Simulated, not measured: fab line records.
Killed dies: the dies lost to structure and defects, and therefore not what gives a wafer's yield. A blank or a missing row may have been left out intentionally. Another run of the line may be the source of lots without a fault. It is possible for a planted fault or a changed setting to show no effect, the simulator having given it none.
What tool caused it?	flow berkeley-cmos170	7 lots with 21 wafers sampled at 2 steps, on a route of 331 steps

## WHAT THE GAUGES READ, wafer by wafer
UCB170_GATE_THK_MEAS_05.
lot	measured	on	GATE_POLY_THK (nm)
L596	day 6 16:29	film-metro-02	213.4 212.1 211.8
L598	day 7 05:53	film-metro-03	214.1 214.2 213.0
L600	day 7 20:37	film-metro-03	215.4 215.3 213.9
L603	day 8 15:25	film-metro-02	211.5 214.8 214.0
L606	day 9 06:25	film-metro-02	282.7 283.4 283.3
L608	day 9 12:59	film-metro-02	211.0 211.6 213.5
L614	day 10 21:57	film-metro-03	211.4 211.4 212.7

## WHICH TOOL RAN EACH LOT (tool, then ch and the chambers of the sampled wafers, then the start)
lot	UCB170_GATE_CVD_04
L596	lpcvd-02 ch 0, day 6 15:05
L598	lpcvd-02 ch 1, day 7 04:29
L600	lpcvd-02 ch 0, day 7 19:13
L603	lpcvd-02 ch 0, day 8 14:01
L606	lpcvd-02 ch 1, day 9 05:01
L608	lpcvd-01 ch 0, day 9 11:34
L614	lpcvd-01 ch 0, day 10 20:32
- UCB170_GATE_CVD_04: deposits poly-Si from SiH4, time 1440 s, target thk 214 nm.

## THE ANSWER, worked out from the rows above alone
Rule: the usual values come from the lots themselves. The widest of any qualifying gaps counts: lots, ordered by their means at a reading, are off when they make up no more than a third of the lots, leave a main group of 4 or more, and stand apart from it by 3 or more times the standard deviation of that group's means. If all means in a main group match to the digits the tables above print for the reading, that group is not used. Also off: a lot with no number at a reading for which 4 or more lots have one. All remaining lots with rows at the step are treated as sound.
Off: at UCB170_GATE_THK_MEAS_05 (GATE_POLY_THK), L606. Main group: mean 213.1 nm, sd 1.1.
A tool fits if, at a process step before that reading, it ran every lot that is off, and no sound lot after the first of them. Those tools and the gauges at UCB170_GATE_THK_MEAS_05 are tried in the same way. One candidate fits, namely lpcvd-02 at UCB170_GATE_CVD_04. A fault onset in the window from L603 (day 8 14:01, its last sound lot) to L606 (day 9 05:01, its first lot off) fits.

## WHAT THE SIMULATOR HAD PUT IN
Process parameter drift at UCB170_GATE_CVD_04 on lpcvd-02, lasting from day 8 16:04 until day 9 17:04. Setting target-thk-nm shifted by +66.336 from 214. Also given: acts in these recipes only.
Struck lots among those shown: L606. The rule above reached the same finding.
